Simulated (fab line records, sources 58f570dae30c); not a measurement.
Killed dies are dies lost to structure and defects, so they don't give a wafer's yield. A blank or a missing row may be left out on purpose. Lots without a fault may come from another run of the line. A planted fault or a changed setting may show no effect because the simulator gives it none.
Problem report in the 8D (eight disciplines) form, filled by code | flow berkeley_cmos170 | the parts of the form that need people (team, actions taken, sign-off) are left out

1. THE PROBLEM
run_length_s at UCB170_M3_METAL_ETCH_18 reads a mean of 214.7 s on 9 wafers of 3 lots; wafers without a fault read 224.0 s with a standard deviation of 1.1. That is -8.4 standard deviations from the usual mean.
The step: etches Al in Cl2/BCl3, stops on SiO2, target depth 1170 nm, time 195 s.
First seen on wafer L215.1, day 11 07:07, on rie_metal-01. The record holds 45 wafers of 15 lots with a number at this step. Rule for "out", or "out of limits": more than 4 standard deviations from the usual mean. The other wafers with a number count as sound.

2. WHAT IT IS AND WHAT IT IS NOT
question                    | is                     | is not
which readings at this step | run_length_s           | drypump_motor_current_A, throttle_valve_pct
which lots                  | L213, L215, L216       | L202, L203, L204, L205, L206, L207, L208, L209, L219, L221, L222, L224
which wafers of those lots  | all that have a number | -
read on which tools         | rie_metal-01           | rie_metal-03, rie_metal-04
when                        | from day 11 07:07      | up to then (24 sound wafers); but 12 sound wafers of L219, L221, L222, L224 came after

3. SUSPECTS, AND WHAT RULES EACH OUT
Counting: a tool at a process step up to the reading stays a suspect if it ran every lot that is out and no sound lot after the first of them.
- rie_metal-01 at UCB170_M3_METAL_ETCH_18 (etches Al in Cl2/BCl3, stops on SiO2, target depth 1170 nm, time 195 s): kept. It ran every lot that is out, first L215 (day 11 07:07), and no sound lot after that; its last sound lot up to then is L209 (day 10 11:31). Its own readings are out on those wafers: run_length_s.
Left after counting: rie_metal-01 at UCB170_M3_METAL_ETCH_18.

4. THE CAUSE (what the simulator had put in)
Process parameter drift: rie_metal-01, from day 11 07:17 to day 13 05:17, at UCB170_M3_METAL_ETCH_18. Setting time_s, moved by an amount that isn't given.
Counting left only this tool.

5. THE CHAIN OF EFFECTS, in route order
Each row: a reading whose mean over the struck wafers that have a number lies more than 3 standard deviations from the usual. Only readings for which the record gives a usual standard deviation are gone through. hours: the time from each lot's start at the first step in this table that gives one to its start at this step, as a median over the lots. sigmas: the change in usual standard deviations.
hours | step                    | reading        | usual      | on struck wafers | change | sigmas
0     | UCB170_M3_METAL_ETCH_18 | oes_product_au | 0.860 a.u. | 0.906            | +0.046 | +4.2
0     | UCB170_M3_METAL_ETCH_18 | run_length_s   | 224.0 s    | 214.7            | -9.3   | -8.4
The process steps in it:
- UCB170_M3_METAL_ETCH_18: etches Al in Cl2/BCl3, stops on SiO2, target depth 1170 nm, time 195 s.
Readings that are blank on the struck wafers while sound wafers have them: rf_fwd_power_W at UCB170_M3_METAL_ETCH_18.
Later measuring or inspecting steps at which every struck wafer that the step has a row for has a number for every such reading, and none has moved that far: UCB170_M3_CD_MEAS_90.

6. WHAT WOULD HAVE CAUGHT IT SOONER
In this record the first reading out of limits was taken at day 11 07:07.
